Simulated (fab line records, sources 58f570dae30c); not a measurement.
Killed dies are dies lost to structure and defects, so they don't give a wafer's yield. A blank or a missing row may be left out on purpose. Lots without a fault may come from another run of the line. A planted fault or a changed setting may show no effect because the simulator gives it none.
Which tool did it? | flow berkeley_cmos170 | 7 lots, 21 wafers sampled, at 2 steps of a route of 331

WHAT THE GAUGES READ, wafer by wafer
UCB170_NSD_TW_MEAS_10.
lot  | measured     | on            | NSD_TW
L252 | day 8 02:17  | film_metro-03 | 4215 4223 4217
L253 | day 8 02:50  | film_metro-01 | 4192 4189 4213
L258 | day 10 01:26 | film_metro-02 | 4140 4140 4143
L260 | day 10 11:28 | film_metro-02 | 4120 4128 4154
L262 | day 11 05:00 | film_metro-02 | 4167 4170 4165
L268 | day 12 01:04 | film_metro-01 | 4220 4205 4217
L271 | day 12 17:44 | film_metro-03 | 4189 4205 4206

WHICH TOOL RAN EACH LOT (tool, then ch and the chambers of the sampled wafers, then the start)
lot  | UCB170_NWELL_CLEAN_17
L252 | wet_bench-03 ch 2, day 2 21:49
L253 | wet_bench-03 ch 3, day 3 05:53
L258 | wet_bench-04 ch 2, day 4 04:19
L260 | wet_bench-03 ch 1, day 4 18:50
L262 | wet_bench-04 ch 0, day 5 03:09
L268 | wet_bench-04 ch 2, day 6 17:38
L271 | wet_bench-04 ch 2, day 7 02:17
- UCB170_NWELL_CLEAN_17: cleans in SPM, time 600 s.

THE ANSWER, worked out from the rows above alone
Rule: what is usual is taken from the lots themselves. Put in order of their means at a reading, lots are off if they are a third of the lots or fewer, leave a main group of 4 or more, and stand apart from it by a gap of 3 or more times the standard deviation of the main group's means; of several such gaps the widest counts. A main group whose means are all the same, to the digits that the tables above print for the reading, isn't used. A lot without any number at a reading at which 4 lots or more have one is off too. The other lots that the step has rows for count as sound.
No lot is off at any reading shown: from this, nothing can be told.

WHAT THE SIMULATOR HAD PUT IN
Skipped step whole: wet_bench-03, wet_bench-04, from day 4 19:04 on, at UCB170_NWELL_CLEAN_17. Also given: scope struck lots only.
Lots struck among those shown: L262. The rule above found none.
